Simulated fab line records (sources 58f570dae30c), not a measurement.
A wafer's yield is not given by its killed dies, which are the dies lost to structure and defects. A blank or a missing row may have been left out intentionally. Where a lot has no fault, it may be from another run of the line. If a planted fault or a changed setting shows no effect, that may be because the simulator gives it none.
Which tool is to blame? + flow berkeley_cmos170 + 21 wafers from 7 lots sampled at 3 of the route's 331 steps

WHAT EACH GAUGE READ, for each wafer
UCB170_SDANNEAL_RS_MEAS_04: measures by four-point-probe.
| lot  | measured     | on            | PLDD_RS (ohm/sq)     |
|------|--------------|---------------|----------------------|
| L931 | day 7 07:46  | film_metro-04 | 1036.0 1036.3 1033.1 |
| L935 | day 8 12:16  | film_metro-04 | 1031.7 1032.8 1031.4 |
| L936 | day 9 09:04  | film_metro-01 | 1028.3 1031.9 1029.4 |
| L939 | day 9 08:47  | film_metro-04 | 1031.5 1031.7 1032.6 |
| L940 | day 9 12:01  | film_metro-04 | 1107.4 1121.7 1123.2 |
| L944 | day 10 16:25 | film_metro-04 | 1030.8 1029.3 1032.3 |
| L952 | day 12 01:16 | film_metro-04 | 1035.4 1032.7 1036.2 |

EACH LOT AND THE TOOL THAT RAN IT (in order: tool; ch and the chambers of the sampled wafers; start)
| lot  | UCB170_SPACER_ANNEAL_02       | UCB170_SDANNEAL_RTA_01           |
|------|-------------------------------|----------------------------------|
| L931 | furnace-04 ch 0, day 7 00:21  | rtp_anneal-02 ch 0, day 7 07:19  |
| L935 | furnace-01 ch 0, day 8 05:54  | rtp_anneal-02 ch 0, day 8 11:55  |
| L936 | furnace-02 ch 0, day 9 00:40  | rtp_anneal-02 ch 0, day 9 08:46  |
| L939 | furnace-02 ch 0, day 9 00:40  | rtp_anneal-01 ch 0, day 9 08:30  |
| L940 | furnace-02 ch 0, day 9 06:16  | rtp_anneal-02 ch 0, day 9 11:44  |
| L944 | furnace-01 ch 0, day 10 07:32 | rtp_anneal-01 ch 0, day 10 16:07 |
| L952 | furnace-01 ch 0, day 11 18:49 | rtp_anneal-01 ch 0, day 12 00:58 |
- UCB170_SPACER_ANNEAL_02: time 1800 s.
- UCB170_SDANNEAL_RTA_01: time 5.165 s.

THE ANSWER, worked out from the rows above alone
Rule: the usual values come from the lots themselves. The widest of any qualifying gaps counts: lots, ordered by their means at a reading, are off when they make up no more than a third of the lots, leave a main group of 4 or more, and stand apart from it by 3 or more times the standard deviation of that group's means. A main group whose means are all the same, to the digits that the tables above print for the reading, isn't used. Also off: a lot with no number at a reading for which 4 or more lots have one. The other lots that the step has rows for count as sound.
Off: L940, seen at UCB170_SDANNEAL_RS_MEAS_04 (PLDD_RS). The main group: mean 1032.4 ohm/sq, standard deviation 1.9.
If a tool, at a process step before that reading, ran all the lots that are off and no sound lot after the first of them, it fits. Gauges at UCB170_SDANNEAL_RS_MEAS_04: tried the same way as those tools. 2 tools fit, furnace-02 at UCB170_SPACER_ANNEAL_02 and rtp_anneal-02 at UCB170_SDANNEAL_RTA_01, so this cannot tell which one it is.

WHAT HAD BEEN PUT IN BY THE SIMULATOR
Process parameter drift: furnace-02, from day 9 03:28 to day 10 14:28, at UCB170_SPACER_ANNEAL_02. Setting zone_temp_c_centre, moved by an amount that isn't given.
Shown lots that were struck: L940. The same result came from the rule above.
